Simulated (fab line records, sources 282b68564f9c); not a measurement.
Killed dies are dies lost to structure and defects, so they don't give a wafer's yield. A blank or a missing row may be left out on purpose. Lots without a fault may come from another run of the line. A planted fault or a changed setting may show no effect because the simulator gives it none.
A sampling plan put to the test | flow rit_cmos | one fab line, 9 faults that these records tell of, each judged on the records of the lots that it struck
The plan is the line's own looks: the steps of the route at which a gauge or an inspection reads the wafer and doesn't change it. A look can be judged if struck wafers have a number there and the file gives its usual mean and standard deviation on fault-free wafers. Caught: at a look after the fault's first step, the mean of the struck wafers lies 4 or more of those standard deviations (sigma) from the usual mean. On the tool: the same test on the tool's own readings at the fault's steps. Another recipe on the struck wafers, or a record that is blank for them alone, also counts as caught.

THE FAULTS, as the simulator had put them in
1. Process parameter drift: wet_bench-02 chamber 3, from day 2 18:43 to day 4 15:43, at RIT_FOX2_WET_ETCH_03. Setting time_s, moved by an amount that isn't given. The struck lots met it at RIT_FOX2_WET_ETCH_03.
2. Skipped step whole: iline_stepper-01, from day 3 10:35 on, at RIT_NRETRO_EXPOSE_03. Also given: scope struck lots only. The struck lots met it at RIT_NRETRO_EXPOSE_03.
3. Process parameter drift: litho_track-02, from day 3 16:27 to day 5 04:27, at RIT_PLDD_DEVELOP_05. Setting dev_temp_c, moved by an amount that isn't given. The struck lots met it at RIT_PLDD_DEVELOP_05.
4. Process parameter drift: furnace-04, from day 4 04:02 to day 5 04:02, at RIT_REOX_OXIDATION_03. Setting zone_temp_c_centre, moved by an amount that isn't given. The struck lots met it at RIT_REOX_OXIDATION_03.
5. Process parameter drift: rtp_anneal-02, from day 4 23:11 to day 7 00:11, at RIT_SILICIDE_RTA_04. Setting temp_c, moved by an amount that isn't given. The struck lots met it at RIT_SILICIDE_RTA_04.
6. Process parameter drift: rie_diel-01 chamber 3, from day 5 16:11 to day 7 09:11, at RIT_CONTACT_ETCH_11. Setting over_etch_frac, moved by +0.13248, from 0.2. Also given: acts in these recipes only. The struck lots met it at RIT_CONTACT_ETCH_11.
7. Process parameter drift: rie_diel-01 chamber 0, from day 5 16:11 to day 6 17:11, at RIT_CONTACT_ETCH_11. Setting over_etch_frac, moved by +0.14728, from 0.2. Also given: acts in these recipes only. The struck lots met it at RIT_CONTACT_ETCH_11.
8. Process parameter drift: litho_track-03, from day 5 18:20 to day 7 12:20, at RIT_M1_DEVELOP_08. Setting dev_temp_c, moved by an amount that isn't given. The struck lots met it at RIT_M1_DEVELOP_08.
9. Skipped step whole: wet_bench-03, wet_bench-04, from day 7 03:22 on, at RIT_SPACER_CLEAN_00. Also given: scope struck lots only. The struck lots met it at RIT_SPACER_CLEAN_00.

WHAT THE PLAN SAW
fault | on the tool itself                               | first look that catches it                   | reading, sigma                              | median hours from its first step to that look | hours from the fault's start to the first struck lot there | judged looks passed uncaught
1     | run_length_s +99 or beyond sigma                 | no look after it can be judged               | -                                           | -                                             | -                                                          | 0
2     | no reading that can be judged                    | no look after it can be judged               | -                                           | -                                             | -                                                          | 0
3     | developer_temp_C -24 sigma                       | no look after it can be judged               | -                                           | -                                             | -                                                          | 0
4     | spike_tc_centre_C +7.0 sigma                     | no look after it can be judged               | -                                           | -                                             | -                                                          | 0
5     | wafer_temp_C_max -13 sigma                       | no look after it can be judged               | -                                           | -                                             | -                                                          | 0
6     | under 2 sigma                                    | no look after it can be judged               | -                                           | -                                             | -                                                          | 0
7     | under 2 sigma                                    | no look after it can be judged               | -                                           | -                                             | -                                                          | 0
8     | developer_temp_C -23 sigma                       | not the one look that can be judged after it | strongest: cd_nm at RIT_M1_CD_MEAS_09, -2.8 | -                                             | -                                                          | 1
9     | the tool's record is blank for the struck wafers | no look after it can be judged               | -                                           | -                                             | -                                                          | 0
A dash: the fault isn't caught, or these records don't give the number.

Caught at a look: 0 of 9. Caught on the tool: 6 of 9. By one or the other: 6 of 9.
Caught on the tool alone: faults 1, 3, 4, 5, 8, 9.
Caught by neither: faults 2, 6, 7.
